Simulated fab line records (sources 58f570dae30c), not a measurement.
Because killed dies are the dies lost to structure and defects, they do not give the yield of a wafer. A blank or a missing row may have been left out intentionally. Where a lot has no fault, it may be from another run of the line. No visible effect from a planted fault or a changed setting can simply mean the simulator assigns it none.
One fault seen from 2 desks | flow berkeley-cmos170 | every desk sees just its own numbers, and what lay behind them comes last

## METROLOGY DESK
What the gauges read, lot by lot, whatever tool the lot ran on: means of the sampled wafers that have a number. If a lot's mean is further than 4 standard deviations from the usual mean, the lot is out of limits and carries the mark OUT (the distance appears in the brackets). Readings shown: 7 of its 10, picked as those furthest out on some lot.
Columns: A = cd-nm at UCB170_GATE_CD_MEAS_90, usual 349.9 nm; B = cd-nm at UCB170_PLDD_CD_MEAS_06, usual 1200.3 nm; C = PLDD_OVL at UCB170_PLDD_OVL_MEAS_07, usual -2 nm; D = PLDD_TW at UCB170_PLDD_TW_MEAS_11, usual 1004; E = cd-nm at UCB170_NLDD_CD_MEAS_06, usual 1199.8 nm; F = NLDD_OVL at UCB170_NLDD_OVL_MEAS_07, usual -1 nm; G = cd-nm at UCB170_PSD_CD_MEAS_06, usual 1199.4 nm
lot  | first seen here | A     | B      | C   | D    | E      | F  | G
L268 | day 7 12:50     | 349.1 | 1199.9 | -6  | 998  | 1200.4 | -3 | 1198.3
L276 | day 9 09:58     | 348.1 | 1200.1 | 2   | 1008 | 1202.5 | 2  | 1197.5
L278 | day 9 19:35     | 349.4 | 1198.7 | 1   | 995  | 1198.7 | 3  | 1196.5
L280 | day 10 06:53    | 347.8 | 1201.6 | -2  | 1008 | 1199.6 | -1 | 1199.4
L281 | day 10 13:05    | 350.6 | 1198.5 | 6   | 1009 | 1200.0 | -2 | 1198.8
L285 | day 11 15:17    | 348.5 | 1200.5 | -3  | 1003 | 1200.9 | -1 | 1200.7
L288 | day 12 02:52    | 350.2 | 1199.7 | -12 | 1008 | 1202.5 | 4  | 1199.4
This desk's finding: nothing out of limits on any of the 7 lots.

## TOOL OWNER'S DESK, implanter-04
UCB170_PLDD_IMPLANT_08, tool's own readings: per-lot mean of the sampled wafers with a number, covering each lot this tool ran. If a lot's mean is further than 4 standard deviations from the usual mean, the lot is out of limits and carries the mark OUT (the distance appears in the brackets).
Columns: A = dose-ions-cm2 at UCB170_PLDD_IMPLANT_08, usual 5e+13; B = rotation-deg at UCB170_PLDD_IMPLANT_08, usual 0.004 degrees
lot  | first seen here | A     | B
L276 | day 9 11:52     | 5e+13 | -0.007
L278 | day 9 21:14     | 5e+13 | -0.010
L280 | day 10 08:40    | 5e+13 | -0.003
L281 | day 10 14:23    | 5e+13 | -0.011
This desk's finding: nothing out of limits on any of the 4 lots.

## ALL TOGETHER
The metrology desk saw nothing out of limits.
The desk of the tool owner found nothing out of limits.

## WHAT THE SIMULATOR HAD PUT IN
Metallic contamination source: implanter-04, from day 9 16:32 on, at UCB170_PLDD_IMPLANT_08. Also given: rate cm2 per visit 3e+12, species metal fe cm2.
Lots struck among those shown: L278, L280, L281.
